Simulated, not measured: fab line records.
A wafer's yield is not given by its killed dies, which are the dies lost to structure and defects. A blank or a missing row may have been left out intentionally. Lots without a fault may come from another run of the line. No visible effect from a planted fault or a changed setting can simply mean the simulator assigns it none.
Which tool was responsible? -- flow ritCmos -- 42 wafers from 14 lots sampled at 3 of the route's 202 steps

## WHAT THE GAUGES READ, wafer by wafer
RIT_PLDD_TW_MEAS_10.
lot,measured,on,PLDD_TW
L178,day 3 05:32,filmMetro-02,2369 2347 2353
L179,day 3 07:41,filmMetro-03,2363 2370 2375
L180,day 3 14:56,filmMetro-01,2363 2357 2357
L181,day 3 19:16,filmMetro-01,2361 2350 2351
L182,day 3 22:40,filmMetro-03,2360 2348 2357
L183,day 4 02:04,filmMetro-02,2374 2372 2371
L184,day 4 10:23,filmMetro-01,2388 2369 2378
L185,day 4 12:25,filmMetro-01,2375 2374 2374
L186,day 4 19:19,filmMetro-01,2775 2764 2766
L191,day 5 18:40,filmMetro-02,2775 2768 2761
L197,day 6 23:41,filmMetro-03,2338 2361 2352
L198,day 7 06:43,filmMetro-01,2357 2364 2364
L199,day 7 12:04,filmMetro-01,2364 2360 2382
L200,day 7 19:41,filmMetro-03,2367 2361 2367

RIT_SDANNEAL_RS_MEAS_06: the measuring method here is four-point-probe.
lot,measured,on,PLDD_RS (ohm/sq)
L178,day 3 11:44,filmMetro-03,178.8 178.0 178.0
L179,day 3 14:28,filmMetro-02,178.6 178.0 178.4
L180,day 3 21:22,filmMetro-01,178.4 179.1 179.0
L181,day 4 01:20,filmMetro-03,178.7 179.2 178.9
L182,day 4 05:00,filmMetro-01,178.1 178.3 178.0
L183,day 4 08:10,filmMetro-03,178.2 178.6 179.0
L184,day 4 16:56,filmMetro-01,178.7 178.5 178.0
L185,day 4 18:39,filmMetro-02,178.6 178.4 178.5
L186,day 5 02:01,filmMetro-02,151.5 151.8 152.0
L191,day 6 02:13,filmMetro-01,152.7 152.6 152.1
L197,day 7 05:53,filmMetro-01,178.0 177.8 177.6
L198,day 7 12:58,filmMetro-02,178.5 178.6 178.0
L199,day 7 18:07,filmMetro-03,178.1 177.5 178.7
L200,day 8 01:53,filmMetro-01,177.4 177.9 177.9

## EACH LOT AND THE TOOL THAT RAN IT (in order: tool; ch and the chambers of the sampled wafers; start)
lot,RIT_PLDD_IMPLANT_08
L178,"implanter-04 ch 0, day 3 05:14"
L179,"implanter-02 ch 0, day 3 07:23"
L180,"implanter-04 ch 0, day 3 14:38"
L181,"implanter-02 ch 0, day 3 18:56"
L182,"implanter-01 ch 0, day 3 22:21"
L183,"implanter-02 ch 0, day 4 01:45"
L184,"implanter-01 ch 0, day 4 10:04"
L185,"implanter-02 ch 0, day 4 12:07"
L186,"implanter-02 ch 0, day 4 18:43"
L191,"implanter-01 ch 0, day 5 17:59"
L197,"implanter-01 ch 0, day 6 23:23"
L198,"implanter-02 ch 0, day 7 06:25"
L199,"implanter-01 ch 0, day 7 11:44"
L200,"implanter-02 ch 0, day 7 19:23"
- RIT_PLDD_IMPLANT_08

## AS READ BY THE TOOLS THEMSELVES (means over the sampled wafers that have a number; for cases with no such wafer, the mark the record gives instead)
RIT_PLDD_IMPLANT_08.
lot,tool,beamEnergyKeV,endStationPressureTorr (Torr),faradayCurrentUA
L178,implanter-04,19.992,7.3e-06,2807
L179,implanter-02,19.999,7.0e-06,2814
L180,implanter-04,20.003,6.8e-06,2776
L181,implanter-02,19.995,7.3e-06,2808
L182,implanter-01,20.003,7.2e-06,2775
L183,implanter-02,19.999,7.1e-06,2770
L184,implanter-01,19.997,7.6e-06,2824
L185,implanter-02,20.008,7.3e-06,2806
L186,implanter-02,20.003,7.1e-06,2815
L191,implanter-01,19.999,7.3e-06,2822
L197,implanter-01,19.999,7.1e-06,2846
L198,implanter-02,20.001,7.5e-06,2835
L199,implanter-01,19.995,7.2e-06,2824
L200,implanter-02,20.001,7.1e-06,2840

## THE ANSWER, worked out from the rows above alone
Rule: what is usual is taken from the lots themselves. Put in order of their means at a reading, lots are off if they are a third of the lots or fewer, leave a main group of 4 or more, and stand apart from it by a gap of 3 or more times the standard deviation of the main group's means; of several such gaps the widest counts. If all means in a main group match to the digits the tables above print for the reading, that group is not used. A lot without any number at a reading at which 4 lots or more have one is off too. Any other lot the step has rows for is counted as sound. After the gauges, taken in route order, come the tools' own readings; for these a lot's mean is taken, as printed above. At the first step where some lot is off, the reading lying furthest off is the one used; lots without a number count as furthest.
Off: at RIT_PLDD_TW_MEAS_10 (PLDD_TW), L186, L191. Main group: mean 2364, sd 8.6.
A tool fits if, at a process step before that reading, it ran every lot that is off, and no sound lot after the first of them. Those tools and the gauges at RIT_PLDD_TW_MEAS_10 are tried in the same way. None of those tried fits.

## WHAT HAD BEEN PUT IN BY THE SIMULATOR
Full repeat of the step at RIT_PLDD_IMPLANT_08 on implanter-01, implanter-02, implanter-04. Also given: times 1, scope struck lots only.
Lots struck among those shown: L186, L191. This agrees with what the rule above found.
